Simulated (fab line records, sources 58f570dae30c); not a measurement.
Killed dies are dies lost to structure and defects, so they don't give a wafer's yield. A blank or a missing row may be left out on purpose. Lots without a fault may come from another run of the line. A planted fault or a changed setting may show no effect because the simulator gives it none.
Tool commonality check | flow berkeley_cmos170 | 14 lots, 42 wafers sampled

WHY IT WAS OPENED
At UCB170_NLDD_CD_MEAS_06 the reading cd_nm is flagged on 2 of 14 lots. Wafers without a fault read 1200.1 nm, standard deviation 1.4.
Rule: a lot is flagged when every wafer of it that has a number lies more than 4 standard deviations from that mean, or none has a number. The other lots count as sound.

lot  | measured     | on        | cd_nm (nm), wafer by wafer | flag
L631 | day 6 04:55  | cd_sem-01 | 1201.6 1200.2 1201.6       |
L632 | day 6 15:46  | cd_sem-02 | 1198.1 1197.0 1198.1       |
L635 | day 7 01:37  | cd_sem-01 | 1199.6 1199.6 1199.5       |
L636 | day 7 07:16  | cd_sem-02 | 1203.0 1200.9 1202.0       |
L638 | day 7 07:34  | cd_sem-02 | 1200.6 1200.7 1200.3       |
L640 | day 7 23:52  | cd_sem-01 | 1200.6 1200.3 1199.7       |
L641 | day 8 08:38  | cd_sem-02 | 1208.5 1209.4 1210.2       | FLAGGED
L643 | day 8 22:32  | cd_sem-02 | 1208.2 1209.5 1208.5       | FLAGGED
L647 | day 9 05:05  | cd_sem-01 | 1200.0 1199.7 1199.8       |
L649 | day 10 01:00 | cd_sem-01 | 1198.7 1198.1 1199.8       |
L651 | day 10 01:15 | cd_sem-02 | 1202.2 1200.5 1201.1       |
L648 | day 10 03:11 | cd_sem-01 | 1200.0 1200.0 1198.6       |
L652 | day 10 08:08 | cd_sem-01 | 1197.7 1199.2 1199.3       |
L654 | day 10 15:27 | cd_sem-01 | 1198.9 1199.4 1198.3       |
The numbers of the flagged lots are 1209.0 nm on average: +9.0 nm against the usual, or +6 standard deviations.

WHICH TOOL RAN EACH LOT
The record holds 1 process step before the reading, out of a route of 331 steps. In each cell: the tool, then ch and the chambers that the sampled wafers went through, then the start.
lot  | flag    | UCB170_NLDD_SOFTBAKE_02
L631 |         | litho_track-04 ch 0, day 6 04:20
L632 |         | litho_track-04 ch 0, day 6 14:56
L635 |         | litho_track-02 ch 0, day 7 01:05
L636 |         | litho_track-03 ch 0, day 7 05:56
L638 |         | litho_track-03 ch 0, day 7 06:25
L640 |         | litho_track-02 ch 0, day 7 23:02
L641 | FLAGGED | litho_track-02 ch 0, day 8 07:37
L643 | FLAGGED | litho_track-02 ch 0, day 8 21:52
L647 |         | litho_track-04 ch 0, day 9 04:13
L649 |         | litho_track-04 ch 0, day 10 00:02
L651 |         | litho_track-04 ch 0, day 10 00:28
L648 |         | litho_track-04 ch 0, day 10 02:31
L652 |         | litho_track-04 ch 0, day 10 07:12
L654 |         | litho_track-04 ch 0, day 10 14:29
What these steps do:
- UCB170_NLDD_SOFTBAKE_02: time 60 s.
- UCB170_NLDD_CD_MEAS_06: target cd 1200 nm.

FLAGGED OVER TOTAL, TOOL BY TOOL (the gauges that took the reading come last)
step                    | tool           | lots run | flagged | share of the flagged lots | sound lots run after its first flagged lot
UCB170_NLDD_SOFTBAKE_02 | litho_track-02 | 4        | 2       | all                       | 0
UCB170_NLDD_SOFTBAKE_02 | litho_track-03 | 2        | 0       | none                      | -
UCB170_NLDD_SOFTBAKE_02 | litho_track-04 | 8        | 0       | none                      | -
UCB170_NLDD_CD_MEAS_06  | cd_sem-01      | 8        | 0       | none                      | -
UCB170_NLDD_CD_MEAS_06  | cd_sem-02      | 6        | 2       | all                       | 1 (L651)

WHAT THE TABLE ALLOWS
2 rows of the table ran every flagged lot: litho_track-02 at UCB170_NLDD_SOFTBAKE_02, cd_sem-02 at UCB170_NLDD_CD_MEAS_06.
- litho_track-02 at UCB170_NLDD_SOFTBAKE_02: 2 of its 4 lots flagged. Its last sound lot is L640 (day 7 23:02), its first flagged lot L641 (day 8 07:37): a fault that began between those two fits. Its own readings lie more than 4 standard deviations out on every wafer of the flagged lots: heater_power_total_W, plate_temp_C.
- cd_sem-02 at UCB170_NLDD_CD_MEAS_06: 2 of its 6 lots flagged. Sound lots ran on it after the first flagged one (L651), which a lasting fault on the whole tool wouldn't allow.
One tool is left: litho_track-02 at UCB170_NLDD_SOFTBAKE_02.

WHAT THE SIMULATOR HAD PUT IN
Process parameter drift: litho_track-02, from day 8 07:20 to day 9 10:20, at UCB170_NLDD_SOFTBAKE_02. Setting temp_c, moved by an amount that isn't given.
Lots struck among those shown: L641, L643. The rule above found the same.
